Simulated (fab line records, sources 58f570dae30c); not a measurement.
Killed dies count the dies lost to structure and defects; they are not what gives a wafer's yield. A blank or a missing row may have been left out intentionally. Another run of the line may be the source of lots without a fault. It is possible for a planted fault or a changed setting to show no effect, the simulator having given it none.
Code-filled problem report in 8D (eight disciplines) form + flow berkeley_cmos170 + the parts of the form that need people (team, actions taken, sign-off) are left out

== 1. WHAT IS WRONG ==
PLDD_TW at UCB170_PLDD_TW_MEAS_11 reads a mean of 1076 on 6 wafers of 2 lots; wafers without a fault read 1021 with a standard deviation of 8.1. Relative to the usual mean, that is a shift of +6.9 standard deviations.
Seen first at day 9 07:26 on film_metro-01, wafer L941.1. At this step, 42 wafers from 14 lots have a number in the record. By rule, "out" or "out of limits" means more than 4 standard deviations away from the usual mean. Any other wafer with a number is counted as sound.

== 2. WHAT THIS IS AND IS NOT ==
| question                    | is                     | is not                                                                          |
|-----------------------------|------------------------|---------------------------------------------------------------------------------|
| which readings at this step | PLDD_TW                | -                                                                               |
| which lots                  | L941, L946             | L926, L927, L929, L930, L932, L933, L935, L937, L938, L945, L947, L948          |
| which wafers of those lots  | all that have a number | -                                                                               |
| read on which gauges        | film_metro-01          | film_metro-02, film_metro-03                                                    |
| when                        | from day 9 07:26       | up to then (27 sound wafers); but 9 sound wafers of L945, L947, L948 came after |

== 3. WHAT RULES OUT EACH SUSPECT ==
Counting: any tool at a process step up to the reading is kept as a suspect provided that every lot that is out went through it and no sound lot did after the first of them.
- ruled out: the gauge at UCB170_PLDD_TW_MEAS_11. All the wafers that are out were read on film_metro-01, but those of them that UCB170_PLDD_IMPLANT_09 has rows for are out there too, on other tools.
- implanter-03 at UCB170_PLDD_IMPLANT_09: kept. All lots that are out passed through it, beginning with L941 at day 9 07:11, and no sound lot followed; its final sound lot before that point was L938 at day 8 03:39. Its own beam_on_s, dose_ions_cm2 readings are out on those wafers.
After counting, what remains is implanter-03 at UCB170_PLDD_IMPLANT_09.

== 4. THE CAUSE (what the simulator had put in) ==
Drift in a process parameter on implanter-03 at UCB170_PLDD_IMPLANT_09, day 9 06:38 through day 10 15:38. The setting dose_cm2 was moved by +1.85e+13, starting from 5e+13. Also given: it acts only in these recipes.
Counting left only this tool.

== 5. SEQUENCE OF EFFECTS, ordered by route ==
Rows list readings where the struck wafers' mean (over those with a number) sits beyond 3 standard deviations from the usual. Only readings for which the record gives a usual standard deviation are gone through. hours: the time from each lot's start at the first step in this table that gives one to its start at this step, as a median over the lots. sigmas: the change in usual standard deviations.
| hours | step                       | reading            | usual       | on struck wafers | change     | sigmas      |
|-------|----------------------------|--------------------|-------------|------------------|------------|-------------|
| 0     | UCB170_PLDD_IMPLANT_09     | beam_on_s          | 10.00 s     | 12.34            | +2.34      | +13         |
| 0     | UCB170_PLDD_IMPLANT_09     | dose_ions_cm2      | 4.999e+13   | 6.848e+13        | +1.849e+13 | +99 or more |
| 0     | UCB170_PLDD_IMPLANT_09     | faraday_current_uA | 158.6       | 175.9            | +17.3      | +6.0        |
| 0     | UCB170_PLDD_TW_MEAS_11     | PLDD_TW            | 1021        | 1076             | +56        | +6.9        |
| 12    | UCB170_SDANNEAL_RS_MEAS_04 | PLDD_RS            | 1032 ohm/sq | 903              | -129       | -39         |
It contains these process steps:
- UCB170_PLDD_IMPLANT_09

== 6. HOW IT WOULD HAVE BEEN CAUGHT EARLIER ==
In this record the first reading out of limits at a measuring or inspecting step was taken at day 9 07:26, 1 hour after the fault began at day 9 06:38.
At UCB170_PLDD_IMPLANT_09, the tool's own readings (beam_on_s, dose_ions_cm2) were out on each struck wafer the step has a row for, so an alarm limit on them would have fired on the first such wafer.
Lots out: 2; of these, L946 started UCB170_PLDD_IMPLANT_09 on implanter-03 after day 9 07:26. Putting the tool on hold at that point would have spared it.
